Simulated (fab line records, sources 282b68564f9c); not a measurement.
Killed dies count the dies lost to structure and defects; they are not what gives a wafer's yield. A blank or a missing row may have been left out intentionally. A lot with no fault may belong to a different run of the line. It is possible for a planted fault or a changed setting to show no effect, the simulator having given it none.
Matching of chambers | flow ritCmos | rieDiel-02 running RIT_SPACER_ETCHBACK_05: 4 sister chambers
The step etches Si3N4 in SF6/CHF3, stops on SiO2, target depth 250 nm, time 240 s. 8 wafers are shown with their chamber, then 9 later ones without.

## EACH WAFER AND ITS CHAMBER
wafer  | chamber | drypumpMotorCurrentA (A) | throttleValvePct (%)
L790.6 | 1       | 6.5                      | 10.13
L793.1 | 1       | 6.5                      | 10.14
L793.6 | 2       | 5.6                      | 10.13
L796.5 | 3       | 6.0                      | 10.31
L796.6 | 0       | 5.8                      | 10.29
L798.1 | 3       | 6.0                      | 10.29
L798.2 | 0       | 5.8                      | 10.28
L798.4 | 2       | 5.5                      | 10.15

## WAFERS MISSING THEIR CHAMBER
wafer  | drypumpMotorCurrentA (A) | throttleValvePct (%)
L799.1 | 5.8                      | 10.29
L799.4 | 6.5                      | 10.12
L799.5 | 6.0                      | 10.30
L802.2 | 6.5                      | 10.12
L802.4 | 6.0                      | 10.28
L802.5 | 5.6                      | 10.14
L804.3 | 6.5                      | 10.13
L804.5 | 6.0                      | 10.29
L804.6 | 5.5                      | 10.14

## WHICH CHAMBER EACH ONE RAN IN
wafer  | from the rows above | in truth
L799.1 | 0                   | 0
L799.4 | 1                   | 1
L799.5 | 3                   | 3
L802.2 | 1                   | 1
L802.4 | 3                   | 3
L802.5 | 2                   | 2
L804.3 | 1                   | 1
L804.5 | 3                   | 3
L804.6 | 2                   | 2
Correct placement for 9 of the 9. From these rows, 0 cannot be placed. Placed wrongly: 0.
How it was worked out, from the rows above alone: a wafer's distance from a chamber is the root of the sum, over the readings, of the square of ((its reading less the chamber's mean) divided by the reading's scatter). If the next closest chamber is less than 2 further off than the closest, the wafer can't be placed; otherwise it belongs to the closest. A chamber's mean is the mean of its shown wafers. How the scatter is found: for the shown wafers, subtract from each reading the mean of its chamber, square and add these, divide the total by (wafers less chambers), then take the root.
